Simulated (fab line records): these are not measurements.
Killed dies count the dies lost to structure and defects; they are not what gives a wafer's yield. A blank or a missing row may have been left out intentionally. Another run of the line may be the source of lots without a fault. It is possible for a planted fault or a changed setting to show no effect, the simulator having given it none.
fab line records	flow rit-cmos
record: lots: 6	wafers: 18	last-day: 6
route steps=202 shown CONTACT@172 M1@184
lots with no fault: from the same line, run without faults
start-h: start of the lot's first displayed wafer, in hours after the record's first day	wait-h: hours since the lot's step before	" same as the row above	L1.1+2: several wafers, shown together as one row	- either no value or no given start	* or withheld: withheld	< > ~ a bound
route shown NAME@n: a module of which the file shows steps, and the number in the route of the first	usual: the fault-free wafers' mean and standard deviation	same: alike in all rows	chamber/n: place in a boat	sites: the reading at each site	_std_site: their standard deviation	_edge_site: inner sites' mean taken away from outer sites' mean	radius-mm: how far each site lies from the wafer's centre	mask NAME#n: copy n	behind: the tool/chamber that last shaped the wafer	hold: what put the lot on hold/how long, in hours/how the hold closed	device: the n, p or np transistor that did not switch	end of line: at the end of the route, the tests of the same wafers	a step with no rows: only its recipe	killed: dies that structure and defects cost at the first sort, which is not the same as the wafer's yield	map: dies across one wafer; x = killed, . = not, _ = none there
set.NAME: the setting as run; set.NAME@STEP: as run at that earlier step	model.NAME: the simulator's own value behind a step, which no gauge read
lots at some steps of the route; a table a step, a row a wafer
services: when a tool's chamber went out of use (start-h, in hours from the record's first day, below 0 if earlier), for how many hours, and the reason
== steps ==
step: RIT_CONTACT_SOFTBAKE_04
recipe: resist: NOVOLAK	temp-c: 90	time-s: 60
step: RIT_CONTACT_EXPOSE_05
recipe: mask-id: M11	na: 0.6	source-shape: conventional	sigma-outer: 0.5	target-cd-nm: 1000	dose-mj: 250
step: RIT_CONTACT_PEB_06
recipe: resist: NOVOLAK	temp-c: withheld	time-s: withheld
step: RIT_CONTACT_DEVELOP_07
recipe: resist: NOVOLAK	develop-time-s: 120	dev-temp-c: 23
step: RIT_CONTACT_CD_MEAS_08
recipe: target-cd-nm: 1000
usual: cd-nm: 999.8/2.1
lot.wafer	tool	chamber	start-h	wait-h	cd-nm
L748.1	cd-sem-02	-	61.28	-	998.3
L748.5	"	-	"	"	999.8
L748.6	"	-	"	"	1000.2
L751.1	cd-sem-02	-	72.39	-	998.0
L751.5	"	-	"	"	1000.0
L751.6	"	-	"	"	998.0
L759.1	cd-sem-02	-	111.45	-	1004.4
L759.5	"	-	"	"	1005.2
L759.6	"	-	"	"	1004.0
L761.4	cd-sem-01	-	123.89	-	1001.9
L761.5	"	-	"	"	1002.6
L761.6	"	-	"	"	1002.9
L762.3	cd-sem-01	-	127.70	-	1001.2
L762.4	"	-	"	"	997.4
L762.6	"	-	"	"	999.8
L764.1	cd-sem-02	-	139.07	-	998.9
L764.2	"	-	"	"	1000.9
L764.5	"	-	"	"	1000.7
step: RIT_CONTACT_OVL_MEAS_09
usual: CONTACT_OVL: -1.0/1
lot.wafer	tool	chamber	start-h	wait-h	CONTACT_OVL[nm]
L748.1	overlay-01	-	61.40	0.1	-0.8
L748.5	"	-	"	"	-0.4
L748.6	"	-	"	"	-1.5
L751.1	overlay-02	-	72.51	0.1	0.0
L751.5	"	-	"	"	0.4
L751.6	"	-	"	"	2.1
L759.1	overlay-01	-	111.57	0.1	-0.4
L759.5	"	-	"	"	-0.1
L759.6	"	-	"	"	-2.1
L761.4	overlay-02	-	123.97	0.1	-0.7
L761.5	"	-	"	"	-1.2
L761.6	"	-	"	"	0.0
L762.3	overlay-01	-	127.79	0.1	-0.9
L762.4	"	-	"	"	-1.0
L762.6	"	-	"	"	-1.6
L764.1	overlay-02	-	139.19	0.1	-0.4
L764.2	"	-	"	"	-0.6
L764.5	"	-	"	"	0.7
step: RIT_CONTACT_HARDBAKE_10
recipe: resist: NOVOLAK	temp-c: 140	time-s: 60
step: RIT_CONTACT_ETCH_11
recipe: target-depth-a: 4800	over-etch-frac: 0.2	stop-on: TiSi2	chemistry: CHF3/CF4/Ar	target: SiO2	CHF3_flow_sccm: 50	cf4-flow-sccm: 10	Ar_flow_sccm: 100	O2_flow_sccm: 5	pressure-mtorr: 100	rf-w: 200	time-s: 320
usual: drypump-motor-current-A: 5.4/0.45	oes-product-au: 0.990/0.018	throttle-valve-pct: 8.93/0.16
lot.wafer	tool	chamber	start-h	wait-h	drypump-motor-current-A	oes-product-au	rf-hours-counter-h	throttle-valve-pct
L748.1	rie-diel-03	3	61.59	0.1	5.4	0.996	117	8.79
L748.5	"	1	"	"	5.2	0.996	-	9.04
L748.6	"	0	"	"	5.3	0.967	-	8.82
L751.1	rie-diel-03	0	72.70	0.1	5.3	0.968	103	8.82
L751.5	"	2	"	"	6.3	0.982	-	9.14
L751.6	"	1	"	"	5.2	0.997	-	9.02
L759.1	rie-diel-02	2	111.76	0.1	5.2	0.990	136	8.74
L759.5	"	0	"	"	6.1	0.955	-	8.85
L759.6	"	3	"	"	4.9	1.018	-	9.20
L761.4	rie-diel-03	2	124.13	0.1	6.3	0.984	48	9.16
L761.5	"	0	"	"	5.3	0.969	-	8.82
L761.6	"	3	"	"	5.4	0.998	-	8.80
L762.3	rie-diel-02	1	127.96	0.1	5.5	0.984	154	8.82
L762.4	"	1	"	"	5.5	0.984	-	8.82
L762.6	"	3	"	"	4.9	1.024	-	9.21
L764.1	rie-diel-03	2	139.38	0.1	6.3	0.973	48	9.15
L764.2	"	3	"	"	5.4	0.991	119	8.80
L764.5	"	3	"	"	5.4	0.996	-	8.79
step: RIT_CONTACT_STRIP_12
recipe: chemistry: O2	time-s: 180	resist: NOVOLAK	platen-temp-c: withheld	power-w: 500	pressure-mtorr: 4000	o2-flow-sccm: 4000
usual: drypump-motor-current-A: 5.8/0.5
lot.wafer	tool	chamber	start-h	wait-h	drypump-motor-current-A	rf-hours-counter-h
L748.1	plasma-asher-02	0	61.78	0.1	5.9	23
L748.5	"	0	"	"	5.8	-
L748.6	"	1	"	"	5.5	-
L751.1	plasma-asher-04	0	72.89	0.1	6.2	45
L751.5	"	1	"	"	4.7	-
L751.6	"	0	"	"	6.2	-
L759.1	plasma-asher-03	0	111.95	0.1	5.6	48
L759.5	"	0	"	"	5.6	-
L759.6	"	1	"	"	6.6	-
L761.4	plasma-asher-02	1	124.39	0.2	5.5	-
L761.5	"	0	"	"	5.9	-
L761.6	"	1	"	"	5.5	-
L762.3	plasma-asher-02	0	128.22	0.2	5.8	-
L762.4	"	1	"	"	5.5	-
L762.6	"	1	"	"	5.5	-
L764.1	plasma-asher-02	1	139.57	0.1	5.5	31
L764.2	"	0	"	"	5.9	31
L764.5	"	1	"	"	5.5	-
step: RIT_CONTACT_CD_MEAS_90
recipe: target-cd-nm: 1000
usual: cd-nm: 999.9/2.2
lot.wafer	tool	chamber	start-h	wait-h	cd-nm
L748.1	cd-sem-01	-	61.96	0.1	998.1
L748.5	"	-	"	"	999.8
L748.6	"	-	"	"	1000.4
L751.1	cd-sem-01	-	73.06	0.1	998.1
L751.5	"	-	"	"	1000.7
L751.6	"	-	"	"	997.9
L759.1	cd-sem-01	-	112.13	0.1	1004.7
L759.5	"	-	"	"	1005.1
L759.6	"	-	"	"	1004.2
L761.4	cd-sem-01	-	124.56	0.1	1001.3
L761.5	"	-	"	"	1002.5
L761.6	"	-	"	"	1002.5
L762.3	cd-sem-01	-	128.37	0.1	1001.2
L762.4	"	-	"	"	997.4
L762.6	"	-	"	"	999.9
L764.1	cd-sem-02	-	139.74	0.1	998.5
L764.2	"	-	"	"	1000.9
L764.5	"	-	"	"	1000.9
step: RIT_CONTACT_CLEAN_13
recipe: chemistry: SC1	mix: 3:3:50	time-s: 600	temp-c: 75
step: RIT_CONTACT_CLEAN_14
recipe: chemistry: SC2	mix: 3:3:50	time-s: 600	temp-c: 75	dry: n2-spin
step: RIT_M1_SPUTTER_00
recipe: material: Al	target-thk-nm: 400	power-w: 2000	chamber-pressure-pa: 0.4	gas: Ar	time-s: 500	substrate-temp-c: 25
usual: chamber-pressure-pa: 0.4000/0.00075	throttle-valve-pct: 30.2/1.2
lot.wafer	tool	chamber	start-h	wait-h	chamber-pressure-pa	throttle-valve-pct	model.Al_of_M1_SPUTTER_00.thk-nm
L748.1	pvd-sputter-01	-	62.45	0.0	0.3992	31.8	395.4
L748.5	"	-	"	"	0.4002	29.7	393.5
L748.6	"	-	"	"	0.4005	29.6	398.7
L751.1	pvd-sputter-04	-	73.55	0.0	0.4010	29.6	394.3
L751.5	"	-	"	"	0.4000	29.7	394.4
L751.6	"	-	"	"	0.4010	31.5	398
L759.1	pvd-sputter-01	-	112.60	0.0	0.4664	27.5	391.9
L759.5	"	-	"	"	0.4662	29.8	391.7
L759.6	"	-	"	"	0.4660	27.3	389
L761.4	pvd-sputter-01	-	124.97	0.0	0.4653	27.6	386.2
L761.5	"	-	"	"	0.4657	29.8	385.5
L761.6	"	-	"	"	0.4659	26.2	382.9
L762.3	pvd-sputter-04	-	128.80	0.0	0.3998	29.2	403.7
L762.4	"	-	"	"	0.3989	31.2	397.2
L762.6	"	-	"	"	0.3995	31.4	395.2
L764.1	pvd-sputter-04	-	140.21	0.0	0.4002	29.2	392.9
L764.2	"	-	"	"	0.3995	29.5	388.5
L764.5	"	-	"	"	0.3986	29.1	396.4
step: RIT_M1_RS_MEAS_01
recipe: thk-meas-gauge: four-point-probe	reads: Al_of_M1_SPUTTER_00
usual: M1_AL_RS: 0.0737/0.00094
lot.wafer	tool	chamber	start-h	wait-h	hold	M1_AL_RS[ohm/sq]
L748.1	film-metro-04	-	62.74	0.1	-	0.0743
L748.5	"	-	"	"	-	0.0747
L748.6	"	-	"	"	-	0.0735
L751.1	film-metro-01	-	73.84	0.1	-	0.0746
L751.5	"	-	"	"	-	0.0746
L751.6	"	-	"	"	-	0.0740
L759.1	film-metro-04	-	112.89	0.1	-	0.0755
L759.5	"	-	"	"	-	0.0757
L759.6	"	-	"	"	-	0.0761
L761.4	film-metro-01	-	125.33	0.2	await-dispo/0.2h/release	0.0769
L761.5	"	-	"	"	await-dispo/0.2h/release	0.0771
L761.6	"	-	"	"	await-dispo/0.2h/release	0.0776
L761.4	film-metro-01	-	125.61	0.3	-	0.0769
L761.5	"	-	"	"	-	0.0772
L761.6	"	-	"	"	-	0.0775
L762.3	film-metro-03	-	129.14	0.2	-	0.0727
L762.4	"	-	"	"	-	0.0739
L762.6	"	-	"	"	-	0.0743
L764.1	film-metro-01	-	140.51	0.1	-	0.0750
L764.2	"	-	"	"	-	0.0757
L764.5	"	-	"	"	-	0.0743
step: RIT_M1_THK_MEAS_02
recipe: thk-meas-gauge: xrf	reads: Al_of_M1_SPUTTER_00
usual: M1_AL_THK: 403/5.2
lot.wafer	tool	chamber	start-h	wait-h	hold	M1_AL_THK[nm]
L748.1	film-metro-04	-	62.86	0.1	-	401
L748.5	"	-	"	"	-	399
L748.6	"	-	"	"	-	402
L751.1	film-metro-01	-	73.96	0.1	-	398
L751.5	"	-	"	"	-	398
L751.6	"	-	"	"	-	400
L759.1	film-metro-04	-	113.01	0.1	-	395
L759.5	"	-	"	"	-	396
L759.6	"	-	"	"	-	391
L761.4	film-metro-01	-	127.33	1.7	await-dispo/1.6h/release	392
L761.5	"	-	"	"	await-dispo/1.6h/release	392
L761.6	"	-	"	"	await-dispo/1.6h/release	390
L762.3	film-metro-03	-	129.24	0.1	-	411
L762.4	"	-	"	"	-	401
L762.6	"	-	"	"	-	399
L764.1	film-metro-01	-	140.63	0.1	-	397
L764.2	"	-	"	"	-	395
L764.5	"	-	"	"	-	405
step: RIT_M1_HMDS_03
recipe: prime-time-s: 60	prime-temp-c: 140
step: RIT_M1_COAT_04
recipe: resist: NOVOLAK	spin-rpm: 2000	resist-thk-nm: 1300
step: RIT_M1_SOFTBAKE_05
recipe: resist: NOVOLAK	temp-c: 90	time-s: 60
step: RIT_M1_EXPOSE_06
recipe: mask-id: M12	na: 0.6	source-shape: conventional	sigma-outer: 0.5	target-cd-nm: 2600	dose-mj: 250
step: RIT_M1_PEB_07
recipe: resist: NOVOLAK	temp-c: withheld	time-s: withheld
step: RIT_M1_DEVELOP_08
recipe: resist: NOVOLAK	develop-time-s: 68	dev-temp-c: 23
step: RIT_M1_CD_MEAS_09
recipe: target-cd-nm: 2600
usual: cd-nm: 2599.1/2.1
lot.wafer	tool	chamber	start-h	wait-h	cd-nm
L748.1	cd-sem-01	-	64.11	-	2597.2
L748.5	"	-	"	"	2599.1
L748.6	"	-	"	"	2599.0
L751.1	cd-sem-02	-	75.02	-	2597.7
L751.5	"	-	"	"	2597.8
L751.6	"	-	"	"	2599.6
L759.1	cd-sem-02	-	114.05	-	2596.0
L759.5	"	-	"	"	2599.0
L759.6	"	-	"	"	2598.3
L761.4	cd-sem-01	-	128.86	-	2595.8
L761.5	"	-	"	"	2598.4
L761.6	"	-	"	"	2597.6
L762.3	cd-sem-01	-	130.30	-	2599.8
L762.4	"	-	"	"	2599.4
L762.6	"	-	"	"	2598.6
L764.1	cd-sem-01	-	141.57	-	2599.1
L764.2	"	-	"	"	2600.7
L764.5	"	-	"	"	2600.3
step: RIT_M1_OVL_MEAS_10
usual: M1_OVL: -1.1/1.1
lot.wafer	tool	chamber	start-h	wait-h	M1_OVL[nm]
L748.1	overlay-01	-	64.23	0.1	-0.7
L748.5	"	-	"	"	-1.5
L748.6	"	-	"	"	-0.4
L751.1	overlay-01	-	75.14	0.1	-1.8
L751.5	"	-	"	"	-0.9
L751.6	"	-	"	"	-1.5
L759.1	overlay-01	-	114.17	0.1	-1.5
L759.5	"	-	"	"	-0.4
L759.6	"	-	"	"	-1.4
L761.4	overlay-01	-	128.94	0.1	-0.1
L761.5	"	-	"	"	0.4
L761.6	"	-	"	"	-1.5
L762.3	overlay-01	-	130.40	0.1	-0.2
L762.4	"	-	"	"	-0.9
L762.6	"	-	"	"	-0.3
L764.1	overlay-01	-	141.69	0.1	-0.1
L764.2	"	-	"	"	-0.8
L764.5	"	-	"	"	0.3
step: RIT_M1_HARDBAKE_11
recipe: resist: NOVOLAK	temp-c: 140	time-s: 120
step: RIT_M1_METAL_ETCH_12
recipe: stop-on: SiO2	chemistry: Cl2/BCl3	target: Al	time-s: 165	over-etch-frac: 0.5	pressure-mtorr: 100	target-depth-a: 6000	rf-w: 250	Cl2_flow_sccm: 60	bcl3-flow-sccm: 50
usual: drypump-motor-current-A: 5.51/0.27	oes-product-au: 0.784/0.014	throttle-valve-pct: 8.14/0.11
lot.wafer	tool	chamber	start-h	wait-h	drypump-motor-current-A	oes-product-au	rf-hours-counter-h	throttle-valve-pct	model.etch.depth-nm	model.M1.feature-depth-nm
L748.1	rie-metal-01	0	64.52	0.2	5.30	0.805	4	8.14	395.4	427.5
L748.5	"	1	"	"	5.83	0.750	-	8.28	393.5	426.4
L748.6	"	0	"	"	5.29	0.807	-	8.17	398.7	430.4
L751.1	rie-metal-01	1	75.43	0.2	5.80	0.767	4	8.30	394.3	426.6
L751.5	"	0	"	"	5.29	0.795	-	8.14	394.4	425.9
L751.6	"	1	"	"	5.77	0.767	-	8.31	398	430.5
L759.1	rie-metal-02	1	114.45	0.2	5.67	0.789	1	7.99	391.9	425.5
L759.5	"	0	"	"	5.55	0.765	-	8.23	391.7	423.2
L759.6	"	1	"	"	5.67	0.778	-	7.99	389	422.5
L761.4	rie-metal-04	1	129.26	0.1	5.58	0.765	-	8.17	386.2	418.6
L761.5	"	0	"	"	4.96	0.766	-	8.07	385.5	419
L761.6	"	1	"	"	5.56	0.769	-	8.15	382.9	415.2
L762.3	rie-metal-02	1	130.78	0.2	5.67	0.797	-	8.00	403.7	437.6
L762.4	"	1	"	"	5.66	0.793	-	8.00	397.2	430.9
L762.6	"	1	"	"	5.67	0.780	-	7.99	395.2	428.8
L764.1	rie-metal-02	1	141.97	0.2	5.65	0.786	2	7.99	392.9	426.6
L764.2	"	1	"	"	5.66	0.786	-	7.99	388.5	422.4
L764.5	"	1	"	"	5.67	0.796	-	8.01	396.4	430
step: RIT_M1_STRIP_13
recipe: chemistry: nmp	resist: NOVOLAK	temp-c: 80	time-s: 600	dry: n2-spin
step: RIT_M1_PROBE_99
usual: defect-limited-yield: 97.6/1.1	killed-at-contacts: 0.1/0.27	killed-at-front-end: 6.1/2.9	killed-dies: 6.2/2.9	killed-open: 3.2/1.9	killed-short: 3/1.9	sort_bin_3_pad_short: 0.1/0.2	sort_bin_5_function: 1.3/0.77	sort_bin_6_memory: 0.9/0.64	sort-n-pass: 257.8/2.9	sort-yield-pct: 97.6/1.1
same: gross-dies: 264	killed_at_M0_to_M3: 0	killed_at_M4_up: 0	killed-at-back-side: 0	killed-at-other: 0
lot.wafer	tool	chamber	start-h	wait-h	defect-limited-yield[%]	killed-at-contacts	killed-at-front-end	killed-dies	killed-open	killed-short	sort_bin_3_pad_short[%]	sort_bin_5_function[%]	sort_bin_6_memory[%]	sort-n-pass	sort-yield-pct[%]	model.etest.m1.rs-ohm-sq
L748.1	prober-01	-	66.87	0.1	98.5	0	4	4	2	2	0	0.8	0.8	260.0	98.5	0.07365
L748.5	prober-01	-	67.07	0.2	98.1	0	5	5	2	3	0.4	1.1	0.4	259.0	98.1	0.0744
L748.6	prober-01	-	67.12	0.2	98.5	0	4	4	1	3	0	1.1	0.4	260.0	98.5	0.0726
L751.1	prober-02	-	77.68	0.1	98.1	0	5	5	5	0	0	0.8	1.1	259.0	98.1	0.07352
L751.5	prober-02	-	77.88	0.2	98.5	0	4	4	1	3	0	0.8	0.8	260.0	98.5	0.07388
L751.6	prober-02	-	77.93	0.2	98.1	0	5	5	4	1	0	0.4	1.5	259.0	98.1	0.07261
L759.1	prober-02	-	116.70	0.1	98.1	0	5	5	4	1	0.4	0.4	1.1	259.0	98.1	0.07381
L759.5	prober-02	-	116.90	0.2	95.8	0	11	11	7	4	0	3.4	0.8	253.0	95.8	0.07409
L759.6	prober-02	-	116.95	0.2	96.2	1	9	10	4	6	0	3.0	0.8	254.0	96.2	0.07494
L761.4	prober-02	-	131.63	0.2	97.7	0	6	6	2	4	0	0.4	1.9	258.0	97.7	-
L761.5	prober-02	-	131.68	0.2	98.9	0	3	3	2	1	0	1.1	0	261.0	98.9	-
L761.6	prober-02	-	131.73	0.2	98.9	0	3	3	2	1	0.4	0	0.8	261.0	98.9	-
L762.3	prober-01	-	133.44	0.2	96.6	0	9	9	4	5	0.4	1.5	1.5	255.0	96.6	0.07168
L762.4	prober-01	-	133.49	0.2	97.3	0	7	7	4	3	0.4	0.8	1.5	257.0	97.3	0.07324
L762.6	prober-01	-	133.59	0.2	97.7	0	6	6	1	5	0	1.1	1.1	258.0	97.7	0.07329
L764.1	prober-01	-	144.39	0.1	96.2	0	10	10	7	3	0	2.7	1.1	254.0	96.2	0.07344
L764.2	prober-01	-	144.44	0.1	98.1	0	5	5	3	2	0.4	0.8	0.8	259.0	98.1	0.0745
L764.5	prober-01	-	144.59	0.2	96.2	0	10	10	4	6	0	1.5	2.3	254.0	96.2	0.07301
killed by level:class
L748.1 GATE:geometric-particle:open=1 GATE:geometric-particle:short=1 SPACER:geometric-particle:open=1 SPACER:geometric-particle:short=1
L748.5 SPACER:geometric-particle:open=2 GATE:geometric-particle:short=1 SPACER:geometric-particle:short=1 SILICIDE:geometric-particle:short=1
L748.6 FOX2:geometric-particle:short=1 GATE:geometric-particle:short=1 REOX:geometric-particle:open=1 SPACER:geometric-particle:short=1
L751.1 FOX2:geometric-particle:open=2 GATE:geometric-particle:open=2 SILICIDE:geometric-particle:open=1
L751.5 GATE:geometric-particle:short=2 FOX2:geometric-particle:open=1 REOX:geometric-particle:short=1
L751.6 REOX:geometric-particle:open=2 FOX2:geometric-particle:short=1 FOX2:geometric-particle:open=1 SILICIDE:geometric-particle:open=1
L759.1 SILICIDE:geometric-particle:open=2 FOX1:geometric-particle:short=1 FOX2:geometric-particle:open=1 SPACER:geometric-particle:open=1
L759.5 FOX1:geometric-particle:open=2 GATE:geometric-particle:open=2 SILICIDE:geometric-particle:open=2 FOX1:geometric-particle:short=1 FOX2:geometric-particle:short=1 REOX:geometric-particle:short=1 REOX:geometric-particle:open=1 SILICIDE:geometric-particle:short=1
L759.6 GATE:geometric-particle:short=3 FOX2:geometric-particle:short=2 FOX1:geometric-particle:open=1 FOX2:geometric-particle:open=1 GATE:geometric-particle:open=1 SILICIDE:geometric-particle:open=1 CONTACT:geometric-particle:short=1
L761.4 GATE:geometric-particle:short=2 FOX1:geometric-particle:open=1 FOX2:geometric-particle:short=1 GATE:geometric-particle:open=1 REOX:geometric-particle:short=1
L761.5 FOX1:geometric-particle:open=1 FOX2:geometric-particle:open=1 REOX:geometric-particle:short=1
L761.6 GATE:geometric-particle:open=2 SPACER:geometric-particle:short=1
L762.3 GATE:geometric-particle:open=2 FOX1:geometric-particle:short=1 FOX1:geometric-particle:open=1 FOX2:geometric-particle:short=1 GATE:geometric-particle:short=1 REOX:geometric-particle:short=1 SILICIDE:geometric-particle:short=1 SILICIDE:geometric-particle:open=1
L762.4 FOX1:geometric-particle:short=1 GATE:geometric-particle:open=1 REOX:geometric-particle:open=1 SPACER:geometric-particle:open=1 SPACER:geometric-particle:short=1 SILICIDE:geometric-particle:open=1 SILICIDE:geometric-particle:short=1
L762.6 GATE:geometric-particle:short=4 FOX1:geometric-particle:short=1 GATE:geometric-particle:open=1
L764.1 FOX1:geometric-particle:open=3 GATE:geometric-particle:open=3 FOX1:geometric-particle:short=1 GATE:geometric-particle:short=1 REOX:geometric-particle:open=1 SPACER:geometric-particle:short=1
L764.2 SPACER:geometric-particle:open=2 FOX1:geometric-particle:short=1 REOX:geometric-particle:open=1 SILICIDE:geometric-particle:short=1
L764.5 FOX1:geometric-particle:short=3 GATE:geometric-particle:short=2 GATE:geometric-particle:open=2 FOX1:geometric-particle:open=1 REOX:geometric-particle:open=1 SPACER:geometric-particle:short=1
== services ==
tool	chamber	start-h	hours	kind
rie-metal-04	0	39.82	8.1	repair
rie-diel-03	-	47.60	1.2	repair
rie-diel-02	-	80.15	2.8	pm
pvd-sputter-01	-	80.20	2.9	repair
rie-metal-01	1	80.46	4.8	repair
rie-metal-04	-	80.53	0.9	repair
rie-metal-02	-	88.21	1.5	repair
rie-metal-02	-	91.58	0.8	repair
rie-diel-02	-	96.14	0.3	repair
plasma-asher-02	-	105.11	0.7	repair
rie-diel-02	0	126.73	-	clean
rie-diel-02	0	126.73	15.0	scheduled-down
rie-diel-02	0	126.73	15.0	vent-cycle
rie-metal-01	-	126.78	2.8	pm
rie-metal-02	0	126.78	15.6	repair
rie-metal-04	-	136.12	20.0	pm
rie-metal-04	0	136.12	20.0	vent-cycle
rie-metal-04	1	136.12	20.0	vent-cycle
rie-metal-01	-	138.47	0.3	repair
rie-diel-02	1	141.74	-	clean
rie-diel-02	1	141.74	16.6	scheduled-down
rie-diel-02	1	141.74	16.6	vent-cycle
== key ==
first-sign: step: RIT_M1_SPUTTER_00	reading: chamber-pressure-pa	direction: up	sigmas: 87	usual: 0.4000	struck: 0.4659
effect: step: RIT_M1_SPUTTER_00	reading: throttle-valve-pct	direction: down	sigmas: 1.8	usual: 30.2	struck: 28.0	wafers-moved: 2
effect: step: RIT_M1_RS_MEAS_01	reading: visit	direction: added
effect: step: RIT_M1_THK_MEAS_02	reading: M1_AL_THK	direction: down	sigmas: 1.9	usual: 403	struck: 393
model-effect: step: RIT_M1_SPUTTER_00	value: Al_of_M1_SPUTTER_00.thk-nm	without: 403.3	struck: 387.9
model-effect: step: RIT_M1_METAL_ETCH_12	value: etch.depth-nm	without: 403.3	struck: 387.9
model-effect: step: RIT_M1_PROBE_99	value: etest.m1.rs-ohm-sq	without: 0.07147	struck: 0.07428
met-at RIT_M1_SPUTTER_00
struck-wafers L759.1,L759.5,L759.6,L761.4,L761.5,L761.6
onset-between 62.45 112.60
fault: kind: process-parameter-drift	tool: pvd-sputter-01	chamber: -	onset-h: 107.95	steps: RIT_M1_SPUTTER_00	channel: chamber-pressure-pa	offset: 0.06652	shape: step	end-h: 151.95	acts-in: these-recipes-only	stated: 0.4
